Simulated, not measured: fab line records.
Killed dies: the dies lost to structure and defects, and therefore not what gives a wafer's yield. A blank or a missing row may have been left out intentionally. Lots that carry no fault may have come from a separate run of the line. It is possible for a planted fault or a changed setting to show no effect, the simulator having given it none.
fab line records	flow berkeley_cmos170
record lots=6	wafers=18	last_day=12
route steps=331 shown NWELL@27 PWELL@34
lots that met no fault: taken from a fault-free run of the same line
start_h: the number of hours between the record's first day and the start of the first shown wafer of the lot	wait_h: time in hours since the lot's previous step	" as in the row above	L1.1+2: a row that stands for several wafers	- either no value or no given start	* or withheld: withheld	< > ~ a bound
route shown NAME@n: a module of which the file shows steps, and the number in the route of the first	usual: mean/standard deviation taken from wafers without a fault	same: alike in all rows	chamber/n: place in a boat	sites: readings site by site	_std_site: how widely they spread, as a standard deviation	_edge_site: the outer-site mean with the inner-site mean subtracted	radius_mm: for every site, how far away it sits from the centre of the wafer	mask NAME#n: copy n	behind: tool/chamber where the wafer was last shaped	hold: why the lot went on hold/how many hours it stayed there/how the hold came to an end	device: transistor that didn't switch, given as n, p or np	end of line: the tests these same wafers got at the end of their route	step lacking rows: just its recipe	killed: the dies lost at the first sort to structure and to defects; this is not the yield of the wafer	map: a wafer's dies, marking killed ones x, the rest . and places with no die _
set.NAME: the setting the step ran with; set.NAME@STEP: the setting that earlier step ran with	model.NAME: the simulator's own value behind a step, which no gauge read
lots at selected steps of the route; one table per step, one row per wafer
services: when a tool's chamber went out of use (start_h, in hours from the record's first day, below 0 if earlier), for how many hours, and the reason
## steps
# step UCB170_NWELL_ETCH_13
# recipe chemistry=CH3F/Ar/O2	target=Si3N4	stop_on=SiO2	CH3F_flow_sccm=20	Ar_flow_sccm=50	O2_flow_sccm=7	pressure_mtorr=50	rf_w=450	target_depth_a=2464	over_etch_frac=0.1	time_s=154
# usual drypump_motor_current_A=6.0/0.44	oes_product_au=0.945/0.019	throttle_valve_pct=8.03/0.14
lot.wafer	tool	chamber	start_h	wait_h	drypump_motor_current_A	oes_product_au	rf_hours_counter_h	throttle_valve_pct
L760.1	rie_diel-04	1	77.70	0.0	6.4	0.964	78	7.96
L760.2	"	0	"	"	6.0	0.954	14	8.07
L760.4	"	2	"	"	5.6	0.943	11	7.92
L763.1	rie_diel-01	1	96.77	0.0	5.6	0.978	12	8.07
L763.4	"	3	"	"	6.6	0.980	111	7.81
L763.6	"	0	"	"	6.3	0.973	-	8.15
L767.2	rie_diel-04	3	110.76	0.0	5.6	0.918	113	7.97
L767.3	"	2	"	"	5.6	0.939	13	7.94
L767.5	"	1	"	"	6.4	0.943	-	7.97
L768.1	rie_diel-01	3	120.39	0.0	6.6	0.957	112	7.82
L768.2	"	2	"	"	5.7	0.923	16	8.20
L768.6	"	2	"	"	5.7	0.923	-	8.21
L770.1	rie_diel-01	0	132.29	0.0	6.3	0.950	87	8.14
L770.4	"	2	"	"	5.7	0.930	17	8.21
L770.6	"	2	"	"	5.6	0.939	-	8.20
L772.1	rie_diel-04	1	140.24	0.0	6.3	0.944	81	7.97
L772.2	"	2	"	"	5.6	0.924	14	7.94
L772.5	"	0	"	"	6.0	0.947	-	8.08
# step UCB170_NWELL_IMPLANT_14
# recipe species=P	dose_cm2=1e+13	energy_kev=150	tilt_deg=7
# step UCB170_NWELL_STRIP_15
# recipe chemistry=O2	power_w=400	pressure_mtorr=3500	platen_temp_c=withheld	o2_flow_sccm=400	overash_fraction=0.5
# usual drypump_motor_current_A=5.9/0.65	oes_product_au=0.721/0.0044	strip_time_to_endpoint_s=18.02/0.11
lot.wafer	tool	chamber	start_h	wait_h	drypump_motor_current_A	oes_product_au	rf_hours_counter_h	strip_time_to_endpoint_s
L760.1	plasma_asher-02	0	77.95	0.1	6.1	0.731	36	17.92
L760.2	"	1	"	"	6.0	0.723	36	17.88
L760.4	"	0	"	"	6.1	0.727	-	17.96
L763.1	plasma_asher-02	0	97.02	0.1	6.1	0.724	38	17.92
L763.4	"	1	"	"	6.0	0.720	-	18.14
L763.6	"	0	"	"	6.1	0.722	-	17.97
L767.2	plasma_asher-02	0	111.05	0.1	6.1	0.722	40	17.93
L767.3	"	1	"	"	6.0	0.720	-	17.96
L767.5	"	1	"	"	6.0	0.720	-	17.91
L768.1	plasma_asher-01	1	120.64	0.1	5.1	0.718	0	18.08
L768.2	"	0	"	"	6.5	0.716	0	18.06
L768.6	"	0	"	"	6.5	0.722	-	17.94
L770.1	plasma_asher-03	1	132.54	0.1	4.9	0.719	36	17.95
L770.4	"	1	"	"	4.9	0.724	-	18.15
L770.6	"	1	"	"	4.9	0.719	-	18.13
L772.1	plasma_asher-01	1	140.49	0.1	5.1	0.720	2	18.07
L772.2	"	0	"	"	6.5	0.722	2	18.12
L772.5	"	0	"	"	6.5	0.713	-	18.00
# step UCB170_NWELL_TW_MEAS_16
# usual NWELL_TW=1257/13
lot.wafer	tool	chamber	start_h	wait_h	NWELL_TW
L760.1	film_metro-04	-	78.05	0.1	1267
L760.2	"	-	"	"	1262
L760.4	"	-	"	"	1264
L763.1	film_metro-02	-	97.12	0.1	1249
L763.4	"	-	"	"	1254
L763.6	"	-	"	"	1259
L767.2	film_metro-02	-	111.16	0.1	1261
L767.3	"	-	"	"	1258
L767.5	"	-	"	"	1252
L768.1	film_metro-02	-	120.74	0.1	1249
L768.2	"	-	"	"	1247
L768.6	"	-	"	"	1248
L770.1	film_metro-02	-	132.64	0.1	1251
L770.4	"	-	"	"	1253
L770.6	"	-	"	"	1257
L772.1	film_metro-03	-	140.59	0.1	1232
L772.2	"	-	"	"	1236
L772.5	"	-	"	"	1227
# step UCB170_NWELL_CLEAN_17
# recipe chemistry=SPM	temp_c=120	time_s=600
# step UCB170_NWELL_WET_ETCH_18
# recipe chemistry=H3PO4	target=Si3N4	temp_c=160	time_s=14400
# step UCB170_NWELL_WET_ETCH_19
# recipe chemistry=BOE	dilution=5:1	target=SiO2	temp_c=25	time_s=22
# step UCB170_PWELL_CLEAN_00
# recipe chemistry=SPM	temp_c=120	time_s=600
# step UCB170_PWELL_CLEAN_01
# recipe chemistry=dHF	dilution=25:1	time_s=60
# step UCB170_PWELL_OXIDATION_02
# recipe temp_c=1000	ambient=O2	target_thk_a=264	ox_time_s=1260
# step UCB170_PWELL_THK_MEAS_03
# recipe reads=SiO2_of_PWELL_OXIDATION_02
# usual PWELL_OXIDE_THK=26.2/0.4
lot.wafer	tool	chamber	start_h	wait_h	PWELL_OXIDE_THK[nm]
L760.1	film_metro-03	-	88.36	0.0	26.3
L760.2	"	-	"	"	25.9
L760.4	"	-	"	"	26.2
L763.1	film_metro-03	-	106.53	0.0	25.6
L763.4	"	-	"	"	25.9
L763.6	"	-	"	"	25.9
L767.2	film_metro-01	-	125.95	0.0	26.2
L767.3	"	-	"	"	26.4
L767.5	"	-	"	"	26.3
L768.1	film_metro-01	-	132.56	0.0	25.9
L768.2	"	-	"	"	26.0
L768.6	"	-	"	"	25.7
L770.1	film_metro-02	-	146.16	0.0	26.2
L770.4	"	-	"	"	26.2
L770.6	"	-	"	"	26.7
L772.1	film_metro-01	-	153.36	0.0	26.3
L772.2	"	-	"	"	26.6
L772.5	"	-	"	"	26.3
# step UCB170_PWELL_ANNEAL_04
# recipe temp_c=1000	time_s=900	ambient=N2
# step UCB170_PWELL_CVD_05
# recipe material=Si3N4	target_thk_nm=220	temp_c=800	precursor=SiH2Cl2/NH3	time_s=3300	pressure_mtorr=200	sih2cl2_flow_sccm=25	nh3_flow_sccm=75
# usual sih2cl2_flow_sccm=24.98/0.085	spike_tc_centre_C=801.9/1.1	spike_tc_load_C=821.3/1.8
lot.wafer	tool	chamber	start_h	wait_h	sih2cl2_flow_sccm	spike_tc_centre_C	spike_tc_load_C	model.Si3N4_of_PWELL_CVD_05.thk_nm
L760.1	lpcvd-02	0	95.96	3.8	24.87	802.1	820.2	220.5
L760.2	"	0	"	"	24.90	801.7	819.6	221.9
L760.4	"	0	"	"	24.91	801.4	819.2	220.3
L763.1	lpcvd-01	1	113.10	0.0	24.83	802.6	825.3	220.1
L763.4	"	1	"	"	24.90	802.9	825.7	218.4
L763.6	"	1	"	"	24.95	802.4	824.8	219.5
L767.2	lpcvd-01	0	133.88	0.0	37.57	802.0	819.9	246.8
L767.3	"	0	"	"	37.50	801.4	820.3	246.3
L767.5	"	0	"	"	37.58	802.4	820.6	248.1
L768.1	lpcvd-01	1	133.88	0.0	37.63	803.3	825.0	246.5
L768.2	"	1	"	"	37.58	803.6	825.0	249.4
L768.6	"	1	"	"	37.55	801.6	824.5	249.5
L770.1	lpcvd-02	0	154.61	0.0	24.95	803.4	818.9	216.2
L770.4	"	0	"	"	24.97	802.4	819.2	218.5
L770.6	"	0	"	"	25.07	804.1	818.4	216.9
L772.1	lpcvd-02	1	159.41	0.0	25.02	803.2	821.7	216.9
L772.2	"	1	"	"	24.99	802.9	823.0	219.3
L772.5	"	1	"	"	25.02	801.8	822.8	218
# step UCB170_PWELL_THK_MEAS_06
# recipe reads=Si3N4_of_PWELL_CVD_05
# usual PWELL_NITRIDE_THK=219.6/1.6
lot.wafer	tool	chamber	start_h	wait_h	PWELL_NITRIDE_THK[nm]
L760.1	film_metro-03	-	97.88	0.0	220.5
L760.2	"	-	"	"	222.1
L760.4	"	-	"	"	220.4
L763.1	film_metro-01	-	115.03	0.0	220.2
L763.4	"	-	"	"	218.4
L763.6	"	-	"	"	219.4
L768.1	film_metro-02	-	135.79	0.0	246.7
L768.2	"	-	"	"	249.2
L768.6	"	-	"	"	249.6
L767.2	film_metro-01	-	135.80	0.0	246.7
L767.3	"	-	"	"	246.1
L767.5	"	-	"	"	248.1
L770.1	film_metro-01	-	156.52	0.0	216.4
L770.4	"	-	"	"	218.8
L770.6	"	-	"	"	217.1
L772.1	film_metro-02	-	161.33	0.0	216.9
L772.2	"	-	"	"	219.3
L772.5	"	-	"	"	218.0
# step UCB170_PWELL_HMDS_07
# recipe prime_time_s=60	prime_temp_c=100
# step UCB170_PWELL_COAT_08
# recipe resist=KrF	spin_rpm=1500	resist_thk_nm=900
# step UCB170_PWELL_SOFTBAKE_09
# recipe resist=KrF	temp_c=130	time_s=60
# step UCB170_PWELL_EXPOSE_10
# recipe mask_id=PWELL	target_cd_nm=3000	na=0.5	sigma_outer=0.6	source_shape=conventional	dose_mj=19
# step UCB170_PWELL_PEB_11
# recipe peb_temp_c=130	peb_time_s=withheld	resist=KrF
# step UCB170_PWELL_DEVELOP_12
# recipe developer=TMAH	develop_time_s=45	resist=KrF	dev_temp_c=21
# step UCB170_PWELL_OVL_MEAS_13
# usual PWELL_OVL=4/4.8
lot.wafer	tool	chamber	start_h	wait_h	PWELL_OVL[nm]
L760.1	overlay-01	-	98.78	-	12
L760.2	"	-	"	"	-5
L760.4	"	-	"	"	4
L763.1	overlay-02	-	116.28	-	5
L763.4	"	-	"	"	1
L763.6	"	-	"	"	-1
L767.2	overlay-02	-	136.70	-	2
L767.3	"	-	"	"	2
L767.5	"	-	"	"	5
L768.1	overlay-01	-	136.85	-	10
L768.2	"	-	"	"	4
L768.6	"	-	"	"	17
L770.1	overlay-02	-	157.67	-	-2
L770.4	"	-	"	"	8
L770.6	"	-	"	"	3
L772.1	overlay-02	-	162.65	-	10
L772.2	"	-	"	"	10
L772.5	"	-	"	"	7
# step UCB170_PWELL_ETCH_14
# recipe chemistry=CH3F/Ar/O2	target=Si3N4	stop_on=SiO2	CH3F_flow_sccm=20	Ar_flow_sccm=50	O2_flow_sccm=7	pressure_mtorr=50	rf_w=450	target_depth_a=2420	over_etch_frac=0.1	time_s=151
# usual drypump_motor_current_A=5.7/0.48	oes_product_au=0.931/0.014	throttle_valve_pct=8.02/0.15
lot.wafer	tool	chamber	start_h	wait_h	drypump_motor_current_A	oes_product_au	rf_hours_counter_h	throttle_valve_pct	model.etch.depth_nm
L760.1	rie_diel-04	3	98.82	0.0	5.6	0.919	112	7.98	220.5
L760.2	"	0	"	"	6.0	0.955	15	8.08	221.9
L760.4	"	1	"	"	6.4	0.956	79	7.97	220.3
L763.1	rie_diel-02	2	116.32	0.0	6.6	0.927	3	8.12	220.1
L763.4	"	1	"	"	5.5	0.918	87	7.96	218.4
L763.6	"	3	"	"	6.2	0.938	-	7.79	219.5
L767.2	rie_diel-02	3	136.73	0.0	6.3	0.977	103	7.79	236.7
L767.3	"	0	"	"	5.0	0.965	54	8.25	242.9
L767.5	"	3	"	"	6.3	0.987	-	7.77	238.6
L768.1	rie_diel-04	2	136.89	0.0	5.6	0.980	14	7.95	238.2
L768.2	"	3	"	"	5.6	0.982	114	7.97	243.5
L768.6	"	1	"	"	6.4	1.002	-	7.97	244.6
L770.1	rie_diel-02	1	157.70	0.0	5.6	0.911	89	7.96	216.2
L770.4	"	1	"	"	5.6	0.917	-	7.97	218.5
L770.6	"	0	"	"	5.1	0.910	-	8.25	216.9
L772.1	rie_diel-02	1	162.68	0.0	5.6	0.916	89	7.96	216.9
L772.2	"	0	"	"	5.0	0.904	55	8.23	219.3
L772.5	"	3	"	"	6.3	0.941	-	7.79	218
# step UCB170_PWELL_IMPLANT_15
# recipe species=B	dose_cm2=5e+12	energy_kev=60	tilt_deg=7
## services
tool	chamber	start_h	hours	kind
rie_diel-02	2	58.34	5.1	repair
plasma_asher-03	-	65.63	1.4	repair
plasma_asher-01	-	108.75	9.0	pm
plasma_asher-01	0	108.75	9.0	vent_cycle
plasma_asher-01	1	108.75	9.0	vent_cycle
lpcvd-02	-	111.50	6.1	pm
plasma_asher-01	0	117.75	-	clean
plasma_asher-01	1	117.75	-	clean
rie_diel-02	2	135.53	74.5	repair
## key
first_sign step=UCB170_PWELL_CVD_05	reading=sih2cl2_flow_sccm	direction=up	sigmas=99+	usual=24.98	struck=37.57
effect step=UCB170_PWELL_THK_MEAS_06	reading=PWELL_NITRIDE_THK	direction=up	sigmas=18	usual=219.6	struck=247.7
effect step=UCB170_PWELL_ETCH_14	reading=oes_product_au	direction=up	sigmas=3.6	usual=0.931	struck=0.982
model_effect step=UCB170_PWELL_CVD_05	value=Si3N4_of_PWELL_CVD_05.thk_nm	without=220.2	struck=247.7
model_effect step=UCB170_PWELL_ETCH_14	value=etch.depth_nm	without=220.2	struck=240.7
met_at UCB170_PWELL_CVD_05
struck_wafers L767.2,L767.3,L767.5,L768.1,L768.2,L768.6
tester_left_out L767,L768
onset_between 113.10 133.88
fault kind=process_parameter_drift	tool=lpcvd-01	chamber=-	onset_h=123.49	steps=UCB170_PWELL_CVD_05	channel=sih2cl2_flow_sccm	offset=12.5	shape=step	end_h=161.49	acts_in=these_recipes_only	stated=25
# tester_left_out: of these lots the tester's yield and bins aren't shown, on N5 and GAA mostly nor the transistor test; their killed dies are dies lost to structure and defects alone, not to doping, threshold or leakage, so they don't give the yield
